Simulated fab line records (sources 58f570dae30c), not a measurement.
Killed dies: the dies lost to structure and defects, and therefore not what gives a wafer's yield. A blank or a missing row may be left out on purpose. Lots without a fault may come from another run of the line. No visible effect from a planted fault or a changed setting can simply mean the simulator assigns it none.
Which of the tools did it? -- flow berkeley_cmos170 -- at 1 step of a route of 331, 7 lots with 21 wafers sampled

## WHAT THE GAUGES READ, wafer by wafer
UCB170_M2_THK_MEAS_03: measures by xrf.
lot,measured,on,M2_AL_THK (nm)
L765,day 8 20:58,film_metro-04,892 888 893
L770,day 9 09:15,film_metro-03,914 917 912
L771,day 9 14:27,film_metro-04,902 908 903
L777,day 10 23:07,film_metro-02,905 903 909
L778,day 11 13:19,film_metro-03,901 902 899
L781,day 11 18:43,film_metro-03,891 884 887
L783,day 12 02:37,film_metro-02,908 904 905

## TOOL THAT RAN EACH LOT (tool first, then ch and the chambers of the sampled wafers, then the start)
The record shows no process step preceding these readings.

## THE ANSWER, worked out from the rows above alone
Rule: the usual values come from the lots themselves. The widest of any qualifying gaps counts: lots, ordered by their means at a reading, are off when they make up no more than a third of the lots, leave a main group of 4 or more, and stand apart from it by 3 or more times the standard deviation of that group's means. Not used: any main group whose means are identical at the precision the tables above print for the reading. A lot without any number at a reading at which 4 lots or more have one is off too. Where the step has rows for the other lots, those lots are counted as sound.
Across all readings shown, no lot is off: no conclusion can be drawn from this.

## WHAT HAD BEEN PUT IN BY THE SIMULATOR
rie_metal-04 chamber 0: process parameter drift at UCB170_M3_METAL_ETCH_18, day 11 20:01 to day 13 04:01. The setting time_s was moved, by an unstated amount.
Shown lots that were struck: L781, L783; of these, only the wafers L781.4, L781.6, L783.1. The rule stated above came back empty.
